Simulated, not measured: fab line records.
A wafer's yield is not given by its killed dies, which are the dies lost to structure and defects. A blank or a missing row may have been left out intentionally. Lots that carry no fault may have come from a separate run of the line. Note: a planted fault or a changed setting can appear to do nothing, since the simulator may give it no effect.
Which tool is to blame? + flow rit-cmos + 14 lots, 42 wafers sampled, at 2 steps of a route of 202

WHAT THE GAUGES READ, wafer by wafer
RIT_CONTACT_CD_MEAS_08: the cd target is 1000 nm. Usual: cd-nm reads 999.5 nm (standard deviation 2.7).
| lot  | measured    | on        | cd-nm (nm)           | flag |
|------|-------------|-----------|----------------------|------|
| L778 | day 3 06:09 | cd-sem-01 | 996.4 1001.1 996.3   |      |
| L779 | day 3 08:55 | cd-sem-01 | 1002.8 1003.1 1002.9 |      |
| L780 | day 3 14:32 | cd-sem-01 | 1148.6 1150.1 1150.5 | OFF  |
| L781 | day 3 20:28 | cd-sem-02 | 999.5 1001.0 999.5   |      |
| L784 | day 4 12:04 | cd-sem-01 | 1150.0 1151.9 1152.7 | OFF  |
| L790 | day 5 16:58 | cd-sem-01 | 1000.5 999.9 1004.0  |      |
| L793 | day 6 08:39 | cd-sem-02 | 1000.3 999.6 997.4   |      |
| L794 | day 6 14:07 | cd-sem-02 | 998.5 998.0 997.4    |      |
| L796 | day 6 22:37 | cd-sem-01 | 995.8 998.0 999.8    |      |
| L797 | day 7 06:35 | cd-sem-02 | 998.0 998.4 1000.6   |      |
| L798 | day 7 08:54 | cd-sem-02 | 1003.6 1002.6 1001.7 |      |
| L799 | day 7 12:59 | cd-sem-02 | 1000.7 1000.1 998.8  |      |
| L800 | day 7 18:37 | cd-sem-02 | 995.0 996.8 995.6    |      |
| L801 | day 7 22:20 | cd-sem-02 | 998.9 994.7 997.3    |      |

EACH LOT AND THE TOOL THAT RAN IT (in order: tool; ch and the chambers of the sampled wafers; start)
| lot  | RIT_CONTACT_COAT_03              |
|------|----------------------------------|
| L778 | litho-track-03 ch 0, day 3 05:10 |
| L779 | litho-track-03 ch 0, day 3 07:59 |
| L780 | litho-track-03 ch 0, day 3 13:36 |
| L781 | litho-track-04 ch 0, day 3 19:40 |
| L784 | litho-track-03 ch 0, day 4 11:07 |
| L790 | litho-track-02 ch 0, day 5 16:08 |
| L793 | litho-track-04 ch 0, day 6 07:50 |
| L794 | litho-track-04 ch 0, day 6 13:11 |
| L796 | litho-track-04 ch 0, day 6 21:40 |
| L797 | litho-track-04 ch 0, day 7 05:46 |
| L798 | litho-track-02 ch 0, day 7 08:03 |
| L799 | litho-track-03 ch 0, day 7 12:10 |
| L800 | litho-track-04 ch 0, day 7 17:38 |
| L801 | litho-track-04 ch 0, day 7 21:24 |
- RIT_CONTACT_COAT_03: resist thk 1000 nm.

WHAT THE TOOLS THEMSELVES READ (means of the sampled wafers that have a number; where no wafer has one, the mark that the record gives instead)
RIT_CONTACT_COAT_03. Usual: chill-plate-temp-C 23.00 C, standard deviation 0.097; spin-speed-rpm 3250.4 rpm, standard deviation 2.2.
| lot  | tool           | chill-plate-temp-C (C) | spin-speed-rpm (rpm) | flag |
|------|----------------|------------------------|----------------------|------|
| L778 | litho-track-03 | 23.12                  | 3247.6               |      |
| L779 | litho-track-03 | 23.16                  | 3248.6               |      |
| L780 | litho-track-03 | 22.94                  | 3246.8               |      |
| L781 | litho-track-04 | 22.99                  | 3250.8               |      |
| L784 | litho-track-03 | 23.00                  | 3252.7               |      |
| L790 | litho-track-02 | 22.79                  | 3250.8               |      |
| L793 | litho-track-04 | 22.96                  | 3251.0               |      |
| L794 | litho-track-04 | 22.89                  | 3252.0               |      |
| L796 | litho-track-04 | 23.10                  | 3250.1               |      |
| L797 | litho-track-04 | 23.06                  | 3252.4               |      |
| L798 | litho-track-02 | 22.95                  | 3250.6               |      |
| L799 | litho-track-03 | 23.08                  | 3251.1               |      |
| L800 | litho-track-04 | 23.01                  | 3249.3               |      |
| L801 | litho-track-04 | 22.93                  | 3252.1               |      |

THE ANSWER, worked out from the rows above alone
Rule: a lot is off if the mean of its wafers that have a number lies more than 3 standard deviations from the usual mean. A lot without any number at a reading at which 4 lots or more have one is off too. All remaining lots with rows at the step are treated as sound. After the gauges, taken in route order, come the tools' own readings; for these a lot's mean is taken, as printed above. The first step at which some lot is off is used, and at that step the reading that is off furthest; a lot without a number counts as furthest.
Off: L780, L784, at RIT_CONTACT_CD_MEAS_08 (cd-nm).
A tool fits if, at a process step before that reading, it ran every lot that is off, and no sound lot after the first of them. The gauges at RIT_CONTACT_CD_MEAS_08 are tried like those tools. Of those tried, none fits.

WHAT THE SIMULATOR HAD INSERTED
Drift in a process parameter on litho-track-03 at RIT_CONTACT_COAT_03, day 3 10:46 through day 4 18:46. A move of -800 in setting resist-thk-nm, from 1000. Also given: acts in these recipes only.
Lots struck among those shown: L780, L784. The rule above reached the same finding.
